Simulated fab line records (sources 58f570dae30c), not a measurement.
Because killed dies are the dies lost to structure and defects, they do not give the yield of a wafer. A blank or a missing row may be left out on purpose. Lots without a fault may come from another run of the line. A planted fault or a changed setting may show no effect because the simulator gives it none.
Split-lot study | flow berkeley cmos170 | 23 wafers read across 5 lots, on a route 331 steps long

SPLIT DETAILS
At UCB170_NLDD_EXPOSE_03 (exposes mask NSELECT, target cd 1200 nm), the setting dose mj was moved away from the recipe's 30 on 12 of the 23 wafers read, by -7.1% to -4.4%. All remaining wafers had this setting at the recipe value.

FROM THE SPLIT TO THE READING: what the file shows between them, 2 steps
- UCB170_NLDD_PEB_04
- UCB170_NLDD_DEVELOP_05: develop time 45 s

THE READING
cd nm at UCB170_NLDD_CD_MEAS_06, given in nm (cd target 1200 nm). Typical for fault-free wafers on this fab line: 1199.6 nm, with standard deviation 1.2 nm.

wafer  | tool, chamber at the split | dose mj as run | against the recipe | cd nm, nm | against lot-mates on the recipe
L074.2 | krf scanner-02, 0          | 27.88          | -7.1%              | 1187.9    | -12.9
L074.3 | krf scanner-02, 0          | 27.88          | -7.1%              | 1188.5    | -12.3
L074.4 | krf scanner-02, 0          | 30             | recipe             | 1200.6    | -
L074.5 | krf scanner-02, 0          | 30             | recipe             | 1201.1    | -
L074.6 | krf scanner-02, 0          | 27.88          | -7.1%              | 1186.4    | -14.4
L075.1 | krf scanner-01, 0          | 30             | recipe             | 1199.5    | -
L075.2 | krf scanner-01, 0          | 30             | recipe             | 1198.1    | -
L075.3 | krf scanner-01, 0          | 27.9           | -7.0%              | 1186.6    | -12.2
L075.4 | krf scanner-01, 0          | 27.9           | -7.0%              | 1186.7    | -12.1
L075.5 | krf scanner-01, 0          | 27.9           | -7.0%              | 1185.6    | -13.2
L078.2 | krf scanner-02, 0          | 28.67          | -4.4%              | 1191.9    | -7.5
L078.3 | krf scanner-02, 0          | 28.67          | -4.4%              | 1190.7    | -8.7
L078.4 | krf scanner-02, 0          | 28.67          | -4.4%              | 1190.4    | -9.0
L078.5 | krf scanner-02, 0          | 30             | recipe             | 1199.1    | -
L078.6 | krf scanner-02, 0          | 30             | recipe             | 1199.8    | -
L085.3 | krf scanner-01, 0          | 30             | recipe             | 1199.7    | -
L085.4 | krf scanner-01, 0          | 30             | recipe             | 1200.4    | -
L085.5 | krf scanner-01, 0          | 30             | recipe             | 1200.4    | -
L084.1 | krf scanner-01, 0          | 30             | recipe             | 1200.4    | -
L084.3 | krf scanner-01, 0          | 30             | recipe             | 1199.9    | -
L084.4 | krf scanner-01, 0          | 27.95          | -6.8%              | 1186.7    | -13.5
L084.5 | krf scanner-01, 0          | 27.95          | -6.8%              | 1187.4    | -12.8
L084.6 | krf scanner-01, 0          | 27.95          | -6.8%              | 1187.5    | -12.7

THE FIT
A straight line over all 23 wafers: cd nm changes by +1.86 nm for each +1% of dose mj; r = +0.99; the points scatter about the line by 0.87 nm.
The same after taking each lot's own level away (the mean of its wafers on the recipe; 23 wafers): +1.85 nm for each +1%; r = +1.00; scatter 0.6 nm.
According to that fit, moving dose mj by its largest amount changes the reading by 13 nm.
Across the lots, their own levels run from 1198.80 to 1200.85 nm, a range of 1.7 times the standard deviation given above.
Hence the lot-to-lot level has little effect on the slope; both slopes agree.
Check: for one of the wafers moved furthest among these (-7.1%), held out of the fit, the line's prediction against its lot-mates is -13.1 nm. It came out at -12.9 nm against them.

THE OTHER SPLITS THESE WAFERS WENT THROUGH
Note: prior to the reading, these wafers also went through further splits. Each is held against what the fit with the lots' levels taken away leaves over:
other split on the same wafers          | wafers away from the commonest value | r with cd nm (lot level and that fit taken away)
UCB170_ZERO_STRIP_07 o2 flow sccm       | 7                                    | +0.12
UCB170_NWELL_PEB_10 peb temp c          | 6                                    | +0.08
UCB170_PWELL_IMPLANT_15 energy kev      | 9                                    | -0.02
UCB170_WELLDRIVE_OXIDATION_01 ox time s | 15                                   | -0.14
UCB170_FIELD_OXIDATION_01 temp c        | 18                                   | -0.21
UCB170_PVT_EXPOSE_03 dose mj            | 11                                   | +0.20
UCB170_GATE_OXIDATION_01 ox time s      | 15                                   | -0.23

THE FILE'S OWN FIT
cd nm changes by +1.86 nm for each +1% of dose mj, r = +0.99.
